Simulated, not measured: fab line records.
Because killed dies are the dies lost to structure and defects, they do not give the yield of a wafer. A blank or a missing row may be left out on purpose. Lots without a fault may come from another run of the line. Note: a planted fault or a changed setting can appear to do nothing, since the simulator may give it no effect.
Problem report, 8D (eight disciplines) form, completed by code :: flow ritCmos :: the parts of the form that need people (team, actions taken, sign-off) are left out

## 1. WHAT WENT WRONG
CONTACT_TEOS_THK at RIT_CONTACT_THK_MEAS_01 reads a mean of 312 nm on 2 wafers of 2 lots; wafers without a fault read 400 nm with a standard deviation of 5.5. That puts it -16 standard deviations away from the usual mean.
First observed at day 6 11:11: wafer L534.5, on filmMetro-02. At this step, 42 wafers from 14 lots have a number in the record. By rule, "out" or "out of limits" means more than 4 standard deviations away from the usual mean. Any other wafer with a number is counted as sound.

## 2. WHAT IT IS; WHAT IT IS NOT
question: which readings at this step
is: CONTACT_TEOS_THK
is not: -

question: which lots
is: L534, L537
is not: L520, L521, L523, L525, L528, L529, L531, L535, L536, L541, L542, L543

question: which wafers of those lots
is: L534.5, L537.2
is not: L534.2, L534.4, L537.1, L537.3

question: read on which gauges
is: filmMetro-01, filmMetro-02
is not: filmMetro-04

question: when
is: from day 6 11:11
is not: up to then (23 sound wafers); but 17 sound wafers of L535, L536, L537, L541, L542, L543 came after

## 3. SUSPECTS, AND WHAT RULES EACH OUT
Counting: a tool at a process step up to the reading stays a suspect if it ran every lot that is out. Sound lots after the first of them don't rule it out here, since some wafers of a struck lot are sound.
- the gauge at RIT_CONTACT_THK_MEAS_01 has been ruled out. The wafers that are out were read on 2 gauges (filmMetro-01, filmMetro-02).
- pecvd-01 at RIT_CONTACT_CVD_00 (deposits SiO2 from TEOS, target thk 400 nm, time 61 s): kept. It ran every lot that is out, first L534 (day 6 11:07); its last sound lot up to then is L531 (day 5 17:26).
- pecvd-01, RIT_CONTACT_CVD_00: wafers that are out in chamber 2, sound lot-mates in chambers 0, 1.
The count leaves pecvd-01 at RIT_CONTACT_CVD_00.

## 4. THE CAUSE (what the simulator had put in)
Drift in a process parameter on pecvd-01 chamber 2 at RIT_CONTACT_CVD_00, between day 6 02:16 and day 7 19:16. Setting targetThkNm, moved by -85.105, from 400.
The count eliminated every tool but this one.

## 5. THE EFFECT CHAIN, in route order
Each row: a reading where the mean over the struck wafers with a number is more than 3 standard deviations away from the usual. Readings are gone through only where the record gives a usual standard deviation; hours: the median, over the lots, of the time from a lot's start at the first step in this table giving one to that lot's start at this step; sigmas: the change measured in usual standard deviations.
hours: 0
step: RIT_CONTACT_THK_MEAS_01
reading: CONTACT_TEOS_THK
usual: 400 nm
on struck wafers: 312
change: -88
sigmas: -16
Later measuring or inspecting steps at which every struck wafer that the step has a row for has a number for every such reading, and none has moved that far: RIT_CONTACT_CD_MEAS_08.

## 6. WHAT WOULD HAVE CAUGHT IT SOONER
The first out-of-limits reading at a measuring or inspecting step in this record came at day 6 11:11, 9 hours after the fault's start at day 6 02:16.
An alarm limit of 4 standard deviations would not have fired on the tool readings at RIT_CONTACT_CVD_00 for which the record gives a usual standard deviation, since none of them was out on any struck wafer.
Lots out: 2; of these, L537 started RIT_CONTACT_CVD_00 on pecvd-01 after day 6 11:11. It would have been spared by a hold on the tool at that moment.
